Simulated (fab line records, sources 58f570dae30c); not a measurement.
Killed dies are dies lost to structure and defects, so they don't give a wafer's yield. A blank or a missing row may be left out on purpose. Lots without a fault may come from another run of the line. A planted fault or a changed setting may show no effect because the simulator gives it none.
One fault seen from 2 desks | flow berkeley_cmos170 | each desk has only its own numbers; what lay behind them comes last

THE METROLOGY DESK
What the gauges read, lot by lot, whatever tool the lot ran on: means of the sampled wafers that have a number. A lot is out of limits, marked OUT, if its mean lies more than 4 standard deviations from the usual mean; the brackets give that distance.
Columns: A = INCOMING_BOW at UCB170_START_BOW_MEAS_00, usual 0 um; B = PVT_OVL at UCB170_PVT_OVL_MEAS_06, usual 1 nm; C = PLDD_RS at UCB170_SDANNEAL_RS_MEAS_04, usual 1031.5 ohm/sq; D = NLDD_RS at UCB170_SDANNEAL_RS_MEAS_05, usual 615.7 ohm/sq; E = CONTACT_PSG_THK at UCB170_CONTACT_THK_MEAS_02, usual 696 nm
lot  | first seen here | A  | B  | C                | D     | E
L532 | day 1 15:01     | 6  | -3 | 1033.0           | 615.1 | 697
L533 | day 1 20:00     | 1  | -0 | 1029.6           | 615.7 | 699
L534 | day 2 01:01     | 1  | 1  | 1033.2           | 617.8 | 690
L535 | day 2 06:02     | -5 | 1  | 1031.9           | 614.6 | 695
L540 | day 3 07:01     | -9 | 0  | 1030.8           | 614.1 | 697
L541 | day 3 12:00     | -4 | 9  | 1033.7           | 615.9 | 689
L542 | day 3 17:02     | -4 | 4  | 1028.8           | 615.0 | 691
L543 | day 3 22:00     | 7  | 0  | 1034.2           | 617.2 | 692
L544 | day 4 03:01     | 1  | 4  | 1033.3           | 615.1 | 706
L548 | day 4 23:00     | -2 | -6 | 1033.8           | 617.4 | 700
L551 | day 5 14:01     | 2  | -1 | 1031.1           | 617.2 | 686
L552 | day 5 19:00     | 3  | 3  | 1108.6 (+31) OUT | 616.0 | 706
L553 | day 6 00:00     | 2  | 8  | 1110.5 (+32) OUT | 617.3 | 696
L554 | day 6 05:03     | -5 | -5 | 1032.7           | 615.3 | 694
This desk's finding: out of limits on L552, L553; first on L552, day 12 15:07 (PLDD_RS at UCB170_SDANNEAL_RS_MEAS_04). In limits: L532, L533, L534, L535, L540, L541, L542, L543, L544, L548, L551, L554.

THE TOOL OWNER'S DESK: furnace-02
The tool's own readings at UCB170_SPACER_ANNEAL_02 (time 1800 s): means of the sampled wafers that have a number, for each lot that ran on this tool. A lot is out of limits, marked OUT, if its mean lies more than 4 standard deviations from the usual mean; the brackets give that distance.
Columns: A = spike_tc_centre_C at UCB170_SPACER_ANNEAL_02, usual 903.5 C; B = spike_tc_load_C at UCB170_SPACER_ANNEAL_02, usual 926.8 C; C = spike_tc_source_C at UCB170_SPACER_ANNEAL_02, usual 917.6 C
lot  | first seen here | A               | B                | C
L532 | day 8 05:23     | 903.6           | 924.9            | 918.7
L548 | day 11 10:58    | 903.1           | 924.2            | 918.4
L551 | day 11 10:58    | 903.1           | 923.7            | 920.2
L552 | day 12 07:40    | 884.2 (-20) OUT | 904.0 (-8.8) OUT | 898.4 (-7.1) OUT
L553 | day 12 07:40    | 883.4 (-20) OUT | 903.7 (-8.9) OUT | 899.1 (-6.9) OUT
This desk's finding: out of limits on L552, L553; first on L552, day 12 07:40 (spike_tc_centre_C at UCB170_SPACER_ANNEAL_02). In limits: L532, L548, L551.

PUT TOGETHER
The tool owner's desk could have raised an alarm at day 12 07:40, on L552, L553.
The metrology desk could have raised an alarm at day 12 15:07, on L552, L553.
Of the lots named, all ran UCB170_SPACER_ANNEAL_02 on furnace-02.

WHAT THE SIMULATOR HAD PUT IN
Process parameter drift: furnace-02, from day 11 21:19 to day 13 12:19, at UCB170_SPACER_ANNEAL_02. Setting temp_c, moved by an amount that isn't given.
Lots struck among those shown: L552, L553.
Hours from the fault's start to each desk's first reading out of limits: the tool owner's desk, 10; the metrology desk, 18.
